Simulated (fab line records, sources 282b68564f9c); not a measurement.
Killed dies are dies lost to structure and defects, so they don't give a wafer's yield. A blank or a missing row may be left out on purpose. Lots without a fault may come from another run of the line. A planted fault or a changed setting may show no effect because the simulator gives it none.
One fault seen from 2 desks | flow rit_cmos | each desk has only its own numbers; what lay behind them comes last

THE TOOL OWNER'S DESK: rie_diel-03
The tool's own readings at RIT_CONTACT_ETCH_11 (etches SiO2 in CHF3/CF4/Ar, stops on TiSi2, target depth 480 nm, time 320 s): means of the sampled wafers that have a number, for each lot that ran on this tool. A lot is out of limits, marked OUT, if its mean lies more than 4 standard deviations from the usual mean; the brackets give that distance.
Columns: A = drypump_motor_current_A at RIT_CONTACT_ETCH_11, usual 5.6 A; B = oes_product_au at RIT_CONTACT_ETCH_11, usual 0.986 a.u.; C = throttle_valve_pct at RIT_CONTACT_ETCH_11, usual 8.88 %
lot  | first seen here | A   | B     | C
L832 | day 3 17:07     | 6.1 | 0.970 | 8.64
L835 | day 4 12:07     | 5.2 | 0.980 | 8.95
L841 | day 5 14:21     | 5.3 | 0.975 | 8.95
L845 | day 6 15:05     | 5.2 | 0.980 | 8.95
This desk's finding: nothing out of limits on any of the 4 lots.

THE METROLOGY DESK
What the gauges read, lot by lot, whatever tool the lot ran on: means of the sampled wafers that have a number. A lot is out of limits, marked OUT, if its mean lies more than 4 standard deviations from the usual mean; the brackets give that distance.
Columns: A = CONTACT_TEOS_THK at RIT_CONTACT_THK_MEAS_01, usual 399 nm; B = cd_nm at RIT_CONTACT_CD_MEAS_08, usual 1000.1 nm; C = CONTACT_OVL at RIT_CONTACT_OVL_MEAS_09, usual 0.4 nm
lot  | first seen here | A   | B      | C
L832 | day 3 15:40     | 404 | 1003.6 | -1.1
L835 | day 4 10:47     | 397 | 1002.1 | -0.2
L840 | day 5 10:35     | 403 | 999.9  | 2.1
L841 | day 5 13:01     | 396 | 1002.7 | 1.9
L845 | day 6 13:34     | 399 | 998.9  | -0.7
L847 | day 6 22:35     | 396 | 999.6  | 0.5
This desk's finding: nothing out of limits on any of the 6 lots.

PUT TOGETHER
The tool owner's desk saw nothing out of limits.
The metrology desk saw nothing out of limits.

WHAT THE SIMULATOR HAD PUT IN
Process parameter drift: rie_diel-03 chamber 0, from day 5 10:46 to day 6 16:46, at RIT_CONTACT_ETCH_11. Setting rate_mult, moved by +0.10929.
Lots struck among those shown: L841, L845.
